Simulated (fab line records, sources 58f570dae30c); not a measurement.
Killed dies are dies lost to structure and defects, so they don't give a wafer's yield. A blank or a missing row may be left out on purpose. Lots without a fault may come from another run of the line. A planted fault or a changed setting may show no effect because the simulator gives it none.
Which tool did it? | flow berkeley_cmos170 | 7 lots, 21 wafers sampled, at 4 steps of a route of 331

WHAT THE GAUGES READ, wafer by wafer
UCB170_SDANNEAL_RS_MEAS_03: measures by four-point-probe.
lot  | measured     | on            | NSD_RS (ohm/sq)
L222 | day 6 21:25  | film_metro-03 | 37.25 37.23 37.24
L225 | day 7 17:10  | film_metro-03 | 37.25 37.25 37.19
L228 | day 8 15:08  | film_metro-01 | 37.21 37.25 37.28
L230 | day 9 05:46  | film_metro-04 | 37.41 37.41 37.38
L234 | day 9 16:44  | film_metro-04 | 37.36 37.37 37.44
L240 | day 11 02:35 | film_metro-01 | 42.79 42.74 42.62
L242 | day 11 12:16 | film_metro-01 | 37.21 37.27 37.23

WHICH TOOL RAN EACH LOT (tool, then ch and the chambers of the sampled wafers, then the start)
lot  | UCB170_PFIELD_STRIP_08              | UCB170_NSD_IMPLANT_08           | UCB170_NSD_STRIP_09
L222 | plasma_asher-03 ch 0,1, day 4 15:23 | implanter-02 ch 0, day 6 19:56  | plasma_asher-03 ch 0,1, day 6 20:05
L225 | plasma_asher-01 ch 0,1, day 5 07:59 | implanter-02 ch 0, day 7 15:40  | plasma_asher-01 ch 0,1, day 7 15:47
L228 | plasma_asher-01 ch 0,1, day 6 02:34 | implanter-01 ch 0, day 8 13:28  | plasma_asher-03 ch 0,1, day 8 13:36
L230 | plasma_asher-01 ch 0,1, day 6 16:13 | implanter-01 ch 0, day 9 02:17  | plasma_asher-01 ch 0,1, day 9 02:25
L234 | plasma_asher-01 ch 0,1, day 7 10:19 | implanter-01 ch 0, day 9 15:16  | plasma_asher-01 ch 0,1, day 9 15:25
L240 | plasma_asher-01 ch 0,1, day 8 11:15 | implanter-04 ch 0, day 11 01:08 | plasma_asher-01 ch 0,1, day 11 01:16
L242 | plasma_asher-01 ch 0,1, day 9 00:47 | implanter-01 ch 0, day 11 10:37 | plasma_asher-01 ch 0, day 11 10:44
- UCB170_PFIELD_STRIP_08: strips in O2.
- UCB170_NSD_IMPLANT_08
- UCB170_NSD_STRIP_09: strips in O2.

THE ANSWER, worked out from the rows above alone
Rule: what is usual is taken from the lots themselves. Put in order of their means at a reading, lots are off if they are a third of the lots or fewer, leave a main group of 4 or more, and stand apart from it by a gap of 3 or more times the standard deviation of the main group's means; of several such gaps the widest counts. A main group whose means are all the same, to the digits that the tables above print for the reading, isn't used. A lot without any number at a reading at which 4 lots or more have one is off too. The other lots that the step has rows for count as sound.
Off: L240, at UCB170_SDANNEAL_RS_MEAS_03 (NSD_RS). The main group: mean 37.29 ohm/sq, standard deviation 0.074.
A tool fits if, at a process step before that reading, it ran every lot that is off, and no sound lot after the first of them. The gauges at UCB170_SDANNEAL_RS_MEAS_03 are tried like those tools. One fits: implanter-04 at UCB170_NSD_IMPLANT_08. It ran no sound lot before its first lot that is off in this sample, so the start can't be narrowed down.

WHAT THE SIMULATOR HAD PUT IN
Process parameter drift: implanter-04, from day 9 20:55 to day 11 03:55, at UCB170_NSD_IMPLANT_08. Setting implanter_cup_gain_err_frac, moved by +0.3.
Lots struck among those shown: L240. The rule above found the same.
